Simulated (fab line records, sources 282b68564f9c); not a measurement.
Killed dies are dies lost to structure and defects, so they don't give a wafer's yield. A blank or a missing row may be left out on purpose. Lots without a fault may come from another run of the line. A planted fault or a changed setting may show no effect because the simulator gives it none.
A struck lot beside a sound one | flow rit_cmos | 44 steps out of a route of 202
Sound: wafers L430.3, L430.4, L430.5. Struck: wafers L434.2, L434.5, L434.6. The cause comes at the end.
At each step with rows: each side's tool, then ch and its chambers, then its first start. Under that, the readings that differ: sound wafers | struck wafers | difference of the means | sigmas: that difference in standard deviations of wafers without a fault.
alike: readings whose means differ by less than 2 such deviations, and words and numbers that are the same on both sides. not compared: withheld readings, readings that some wafer has no value for, bounds like >300 that may hide the same value, and numbers for which the record gives no deviation and whose values overlap.
The two part at a step that has a row with sigmas, a row that says differs or no value, or rows on one side only. Numbers that don't overlap but have no deviation are shown without sigmas and don't part them. A reading that every wafer of one side lacks parts them only if that side has two wafers or more.

first, 1 step without rows for these wafers: RIT_PRETRO_IMPLANT_08.
RIT_PRETRO_STRIP_09: strips in O2, time 180 s.
  sound on plasma_asher-01 ch 0,1, day 5 02:16; struck on plasma_asher-01 ch 0,1, day 5 22:07
  alike: drypump_motor_current_A
  not compared: rf_hours_counter_h
RIT_PRETRO_TW_MEAS_10:
  sound on film_metro-03, day 5 02:24; struck on film_metro-02, day 5 22:17
  alike: PRETRO_TW
then, 5 steps without rows for these wafers: RIT_GATE_WET_ETCH_00 (etches SiO2 in BOE, target depth 56 nm, time 60 s); RIT_GATE_CLEAN_01 (cleans in SC1, time 600 s); RIT_GATE_CLEAN_02 (cleans in dHF, time 30 s); RIT_GATE_CLEAN_03 (cleans in SC2, time 600 s); RIT_GATE_CLEAN_04 (cleans in dHF, time 61.06 s).
RIT_FOX2_THK_MEAS_91:
  sound on film_metro-04, day 5 02:52; struck on film_metro-03, day 5 22:46
  alike: FIELD_OXIDE_LEFT_2_THK
then, 2 steps without rows for these wafers: RIT_GATE_OXIDATION_05 (target thk 3 nm, ox time 270 s); RIT_GATE_ANNEAL_06 (time 600 s).
RIT_GATE_THK_MEAS_07:
  sound on film_metro-03, day 5 04:34; struck on film_metro-02, day 6 00:32
  alike: GATE_OXIDE_THK
RIT_GATE_CVD_08: deposits poly-Si from SiH4, target thk 250 nm, time 2220 s.
  sound on lpcvd-01 ch 1, day 5 04:36; struck on lpcvd-01 ch 1, day 6 00:35
  reading                                  | sound             | struck            | difference | sigmas
  model.poly-Si_of_GATE_CVD_08.thk_nm (nm) | 245.7 250.4 248.8 | 168.6 166.5 167.5 | -80.8      |
RIT_GATE_THK_MEAS_09:
  sound on film_metro-03, day 5 06:14; struck on film_metro-04, day 6 02:13
  reading            | sound             | struck            | difference | sigmas
  GATE_POLY_THK (nm) | 245.6 250.4 248.8 | 168.7 166.5 167.4 | -80.7      | -37
then, 6 steps without rows for these wafers: RIT_GATE_HMDS_10 (prime time 60 s); RIT_GATE_COAT_11 (resist thk 850 nm); RIT_GATE_SOFTBAKE_12 (time 60 s); RIT_GATE_EXPOSE_13 (exposes mask M6, target cd 150 nm); RIT_GATE_PEB_14; RIT_GATE_DEVELOP_15 (develop time 50 s).
RIT_GATE_CD_MEAS_16: target cd 150 nm.
  sound on cd_sem-02, day 5 07:22; struck on cd_sem-01, day 6 03:16
  alike: cd_nm
RIT_GATE_OVL_MEAS_17:
  sound on overlay-01, day 5 07:28; struck on overlay-02, day 6 03:22
  alike: GATE_OVL
then, 1 step without rows for these wafers: RIT_GATE_HARDBAKE_18 (time 60 s).
RIT_GATE_ETCH_19: etches poly-Si in SF6/CHF3/O2, stops on SiO2, time 165 s, target depth 312.5 nm.
  sound on rie_si-02 ch 1,2, day 5 07:38; struck on rie_si-02 ch 1,2, day 6 03:32
  reading                          | sound             | struck            | difference | sigmas
  oes_product_au (a.u.)            | 0.855 0.840 0.853 | 0.671 0.636 0.658 | -0.194     | -18
  model.etch.depth_nm (nm)         | 245.7 250.4 248.8 | 168.6 166.5 167.5 | -80.8      |
  model.GATE.feature_depth_nm (nm) | 245.7 250.4 248.8 | 168.6 166.5 167.5 | -80.8      |
  alike: drypump_motor_current_A, throttle_valve_pct
  not compared: rf_hours_counter_h
RIT_GATE_STRIP_20: strips in O2, time 180 s.
  sound on plasma_asher-02 ch 0,1, day 5 07:49; struck on plasma_asher-03 ch 0,1, day 6 03:39
  alike: drypump_motor_current_A
  not compared: rf_hours_counter_h
RIT_GATE_CD_MEAS_90: target cd 150 nm.
  sound on cd_sem-02, day 5 07:58; struck on cd_sem-02, day 6 03:51
  alike: cd_nm
then, 4 steps without rows for these wafers: RIT_REOX_CLEAN_00 (cleans in SC1, time 600 s); RIT_REOX_CLEAN_01 (cleans in dHF, time 30 s); RIT_REOX_CLEAN_02 (cleans in SC2, time 600 s); RIT_REOX_OXIDATION_03 (target thk 25.2 nm, ox time 5580 s).
RIT_REOX_THK_MEAS_04:
  sound on film_metro-03, day 5 10:59; struck on film_metro-01, day 6 07:18
  reading             | sound          | struck         | difference | sigmas
  REOX_OXIDE_THK (nm) | 25.9 25.8 25.4 | 24.4 24.8 24.7 | -1.1       | -2
then, 6 steps without rows for these wafers: RIT_NLDD_HMDS_00 (prime time 60 s); RIT_NLDD_COAT_01 (resist thk 1000 nm); RIT_NLDD_SOFTBAKE_02 (time 60 s); RIT_NLDD_EXPOSE_03 (exposes mask M7, target cd 40700 nm); RIT_NLDD_PEB_04; RIT_NLDD_DEVELOP_05 (develop time 50 s).
RIT_NLDD_OVL_MEAS_06:
  sound on overlay-01, day 5 12:01; struck on overlay-02, day 6 08:14
  alike: NLDD_OVL
then, 2 steps without rows for these wafers: RIT_NLDD_HARDBAKE_07 (time 60 s); RIT_NLDD_IMPLANT_08.
RIT_NLDD_STRIP_09: strips in O2, time 180 s.
  sound on plasma_asher-02 ch 0,1, day 5 12:24; struck on plasma_asher-01 ch 0,1, day 6 08:34
  alike: drypump_motor_current_A
  not compared: rf_hours_counter_h
RIT_NLDD_TW_MEAS_10:
  sound on film_metro-04, day 5 12:32; struck on film_metro-02, day 6 08:45
  alike: NLDD_TW
RIT_SDANNEAL_CLEAN_02: cleans in SC2, time 600 s.
  sound on wet_bench-04 ch 2, day 5 19:49; struck on wet_bench-04 ch 0, day 6 15:55
  reading                                  | sound             | struck           | difference | sigmas
  model.poly-Si_of_GATE_CVD_08.thk_nm (nm) | 160.7 162.9 163.9 | 82.88 80.48 81.5 | -80.88     |
RIT_M1_PROBE_99:
  sound on prober-02, day 6 03:35; struck on prober-02, day 7 00:08
  alike: killed_at_contacts, killed_at_front_end, killed_dies, killed_open, killed_short

WHERE THEY PART
First at RIT_GATE_THK_MEAS_09; last, within this record, at RIT_REOX_THK_MEAS_04. Later steps at which nothing parts them and some readings are alike: RIT_NLDD_OVL_MEAS_06, RIT_NLDD_STRIP_09, RIT_NLDD_TW_MEAS_10, RIT_M1_PROBE_99.

WHY: what the simulator had put in
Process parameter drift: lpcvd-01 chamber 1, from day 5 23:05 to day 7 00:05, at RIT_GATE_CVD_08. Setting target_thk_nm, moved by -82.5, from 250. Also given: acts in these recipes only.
